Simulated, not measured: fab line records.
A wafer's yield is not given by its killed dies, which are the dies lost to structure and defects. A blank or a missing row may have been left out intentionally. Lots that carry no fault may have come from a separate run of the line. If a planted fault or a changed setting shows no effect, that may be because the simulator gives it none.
Split-lot experiment ; flow berkeleyCmos170 ; route with 331 steps; 5 lots, 23 wafers read

## SPLIT DETAILS
At UCB170_PLDD_EXPOSE_03 (exposes mask PSELECT, target cd 1200 nm), the setting doseMj was moved away from the recipe's 30 on 5 of the 23 wafers read, by +2.8% to +4.1%. For the rest of the wafers, this setting stayed at what the recipe calls for.

## BETWEEN THE SPLIT AND THE READING: the file shows 1 step in between
- UCB170_PLDD_DEVELOP_05: develop time 45 s (also split here: devTempC)

## THE READING
cdNm (nm) at UCB170_PLDD_CD_MEAS_06, where the cd target is 1200 nm. Typical for fault-free wafers on this fab line: 1199.8 nm, with standard deviation 1.5 nm.

wafer;tool, chamber at the split;doseMj as run;against the recipe;cdNm, nm;against lot-mates on the recipe
L075.1;krfScanner-02, 0;31.23;+4.1%;1207.1;+8.6
L075.2;krfScanner-02, 0;30;recipe;1198.7;-
L075.3;krfScanner-02, 0;30;recipe;1197.6;-
L075.4;krfScanner-02, 0;31.23;+4.1%;1206.1;+7.6
L075.6;krfScanner-02, 0;30;recipe;1199.2;-
L077.1;krfScanner-02, 0;30;recipe;1197.4;-
L077.2;krfScanner-02, 0;30;recipe;1196.8;-
L077.3;krfScanner-02, 0;30;recipe;1196.4;-
L077.5;krfScanner-02, 0;30;recipe;1197.0;-
L077.6;krfScanner-02, 0;30;recipe;1197.0;-
L082.1;krfScanner-02, 0;30;recipe;1199.8;-
L082.2;krfScanner-02, 0;30;recipe;1198.8;-
L082.5;krfScanner-02, 0;30;recipe;1200.2;-
L080.1;krfScanner-02, 0;30.84;+2.8%;1205.0;+5.5
L080.3;krfScanner-02, 0;30.84;+2.8%;1204.7;+5.2
L080.4;krfScanner-02, 0;30.84;+2.8%;1204.4;+4.9
L080.5;krfScanner-02, 0;30;recipe;1199.1;-
L080.6;krfScanner-02, 0;30;recipe;1199.9;-
L081.1;krfScanner-01, 0;30;recipe;1200.3;-
L081.2;krfScanner-01, 0;30;recipe;1200.3;-
L081.3;krfScanner-01, 0;30;recipe;1200.4;-
L081.4;krfScanner-01, 0;30;recipe;1201.1;-
L081.6;krfScanner-01, 0;30;recipe;1198.7;-

FIT RESULTS
A straight line over all 23 wafers: cdNm changes by +1.98 nm for each +1% of doseMj; r = +0.91; the points scatter about the line by 1.3 nm.
The same after taking each lot's own level away (the mean of its wafers on the recipe; 23 wafers): +1.93 nm for each +1%; r = +0.98; scatter 0.59 nm.
That fit puts the effect of the largest move of doseMj on the reading at 7.9 nm.
From 1196.92 to 1200.16 nm: that is the span of the lots' own levels, equal to 2.2 times the standard deviation above.
So the lot-to-lot level changes the slope little: the two slopes agree.
Check: +7.61 nm against its lot-mates is what the line predicts for one of the wafers moved furthest among these (+4.1%) when that wafer is left out of the fit. Against them it came out at +8.6 nm.

## THESE WAFERS: OTHER SPLITS
Note: prior to the reading, these wafers also went through further splits. Each is held against what the fit with the lots' levels taken away leaves over:
other split on the same wafers;wafers away from the commonest value;r with cdNm (lot level and that fit taken away)
UCB170_ZERO_COAT_01 resistThkNm;8;-0.31
UCB170_ZERO_DEVELOP_05 devTempC;7;-0.04
UCB170_NWELL_COAT_07 spinRpm;6;+0.23
UCB170_NWELL_ETCH_13 overEtchFrac;6;-0.29
UCB170_WELLDRIVE_OXIDATION_01 oxTimeS;10;+0.02
UCB170_ACTIVE_PEB_11 pebTempC;7;+0.18
UCB170_ACTIVE_ETCH_15 timeS;5;-0.08
UCB170_PFIELD_IMPLANT_07 energyKev;11;-0.07
UCB170_SACOX_OXIDATION_01 tempC;15;-0.11
UCB170_NVT_IMPLANT_07 doseCm2;6;-0.14
UCB170_PLDD_DEVELOP_05 devTempC;9;-0.17

## FILE'S OWN FIT
cdNm changes by +1.94 nm for each +1% of doseMj, r = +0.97.
